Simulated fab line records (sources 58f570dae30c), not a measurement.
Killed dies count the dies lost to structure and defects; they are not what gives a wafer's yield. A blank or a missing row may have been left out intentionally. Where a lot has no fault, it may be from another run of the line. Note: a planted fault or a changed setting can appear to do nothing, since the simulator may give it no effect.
Which tool was responsible? ; flow berkeley-cmos170 ; 42 wafers from 14 lots sampled at 4 of the route's 331 steps

WHAT THE GAUGES SHOWED, per wafer
UCB170_GATE_THK_MEAS_02.
lot;measured;on;GATE_OXIDE_THK (nm)
L270;day 6 21:46;film-metro-01;6.60 6.49 6.78
L272;day 7 07:46;film-metro-04;6.42 6.43 6.38
L273;day 7 07:47;film-metro-02;6.64 6.65 6.64
L271;day 7 07:47;film-metro-01;6.69 6.64 6.65
L275;day 7 12:56;film-metro-01;6.66 6.64 6.68
L274;day 7 12:57;film-metro-02;6.69 6.69 6.55
L278;day 8 04:18;film-metro-02;6.56 6.46 6.57
L282;day 9 01:36;film-metro-02;6.61 6.72 6.58
L283;day 9 13:24;film-metro-01;6.47 6.49 6.41
L285;day 9 13:28;film-metro-01;6.36 6.34 6.43
L286;day 10 05:26;film-metro-04;6.82 6.75 6.75
L287;day 10 17:44;film-metro-01;6.50 6.47 6.58
L289;day 10 17:46;film-metro-02;6.41 6.36 6.42
L293;day 11 14:35;film-metro-02;6.70 6.85 6.79

UCB170_CONTACT_OVL_MEAS_16.
lot;measured;on;CONTACT_OVL (nm)
L270;day 8 02:46;overlay-02;11 7 5
L272;day 8 15:11;overlay-02;3 4 7
L273;day 8 12:43;overlay-02;14 13 3
L271;day 8 12:27;overlay-01;-2 -5 -4
L275;day 8 23:40;overlay-02;5 7 10
L274;day 8 23:59;overlay-02;0 8 3
L278;day 9 10:10;overlay-02;13 11 7
L282;day 10 06:21;overlay-01;2 6
L283;day 11 00:02;overlay-01;-5 -2 -4
L285;day 11 02:24;overlay-01;6 13
L286;day 11 12:37;overlay-02;12 10 18
L287;day 12 04:48;overlay-01;-3 -1 -1
L289;day 12 01:32;overlay-01;5 3 10
L293;day 12 23:21;overlay-02;-3 -2 0

UCB170_M1_CD_MEAS_09: the cd target is 700 nm.
lot;measured;on;cd-nm (nm)
L270;day 8 04:34;cd-sem-01;701.7 700.7 701.4
L272;day 8 16:53;cd-sem-01;699.2 699.4 698.5
L273;day 8 15:31;cd-sem-02;701.5 703.4 703.7
L271;day 8 14:59;cd-sem-02;701.3 699.6 700.0
L275;day 9 01:37;cd-sem-02;701.7 701.0 699.8
L274;day 9 02:23;cd-sem-02;699.8 700.9 699.8
L278;day 9 11:58;cd-sem-02;698.8 699.2 699.1
L282;day 10 08:03;cd-sem-02;700.2 700.2
L283;day 11 02:41;cd-sem-02;699.8 698.4 699.7
L285;day 11 04:38;cd-sem-02;703.4 703.5
L286;day 11 14:28;cd-sem-01;701.0 700.9 700.0
L287;day 12 06:55;cd-sem-01;701.1 700.8 699.6
L289;day 12 03:57;cd-sem-01;696.7 696.4 697.4
L293;day 13 01:10;cd-sem-01;702.8 701.3 701.5

EACH LOT AND THE TOOL THAT RAN IT (in order: tool; ch and the chambers of the sampled wafers; start)
lot;UCB170_SPACER_ETCHBACK_03
L270;rie-diel-04 ch 0,2,3, day 7 17:03
L272;rie-diel-03 ch 0,2,3, day 8 01:08
L273;rie-diel-04 ch 3, day 8 01:08
L271;rie-diel-02 ch 1,2, day 8 01:08
L275;rie-diel-02 ch 0,2, day 8 07:14
L274;rie-diel-04 ch 1,3, day 8 07:14
L278;rie-diel-04 ch 1,2,3, day 8 20:55
L282;rie-diel-03 ch 0,2,3, day 9 21:08
L283;rie-diel-02 ch 0,2,3, day 10 10:52
L285;rie-diel-03 ch 0,2,3, day 10 10:52
L286;rie-diel-04 ch 0,1,2, day 11 01:58
L287;rie-diel-02 ch 0,1,2, day 11 14:25
L289;rie-diel-02 ch 1,2, day 11 14:20
L293;rie-diel-02 ch 0,2, day 12 13:38
- UCB170_SPACER_ETCHBACK_03: etches SiO2 in CHF3/CF4/Ar, stops on Si, target depth 376 nm, time 100 s.

WHAT THE TOOLS THEMSELVES READ (means of the sampled wafers that have a number; where no wafer has one, the mark that the record gives instead)
UCB170_SPACER_ETCHBACK_03.
lot;tool;chamber-pressure-mTorr (mTorr);drypump-motor-current-A (A);oes-product-au (a.u.);throttle-valve-pct (%)
L270;rie-diel-04;199.91;5.7;0.871;6.46
L272;rie-diel-03;200.03;5.1;0.897;6.44
L273;rie-diel-04;200.17;5.5;0.886;6.42
L271;rie-diel-02;200.15;5.5;0.911;6.31
L275;rie-diel-02;199.94;5.6;0.897;6.50
L274;rie-diel-04;200.19;5.6;0.907;6.52
L278;rie-diel-04;200.04;5.7;0.882;6.55
L282;rie-diel-03;199.92;5.1;0.834;6.44
L283;rie-diel-02;200.08;5.4;0.893;6.49
L285;rie-diel-03;200.14;5.1;0.819;6.44
L286;rie-diel-04;200.05;5.8;0.905;6.55
L287;rie-diel-02;200.13;5.5;0.918;6.40
L289;rie-diel-02;200.01;5.7;0.917;6.34
L293;rie-diel-02;199.99;5.6;0.897;6.49

THE ANSWER, worked out from the rows above alone
Rule: usual is defined by the lots themselves. The widest of any qualifying gaps counts: lots, ordered by their means at a reading, are off when they make up no more than a third of the lots, leave a main group of 4 or more, and stand apart from it by 3 or more times the standard deviation of that group's means. Not used: any main group whose means are identical at the precision the tables above print for the reading. Also off: a lot with no number at a reading for which 4 or more lots have one. The other lots that the step has rows for count as sound. After the gauges, taken in route order, come the tools' own readings; for these a lot's mean is taken, as printed above. The first step at which some lot is off is used, and at that step the reading that is off furthest; a lot without a number counts as furthest.
Across all readings shown, no lot is off: no conclusion can be drawn from this.

WHAT THE SIMULATOR HAD PUT IN
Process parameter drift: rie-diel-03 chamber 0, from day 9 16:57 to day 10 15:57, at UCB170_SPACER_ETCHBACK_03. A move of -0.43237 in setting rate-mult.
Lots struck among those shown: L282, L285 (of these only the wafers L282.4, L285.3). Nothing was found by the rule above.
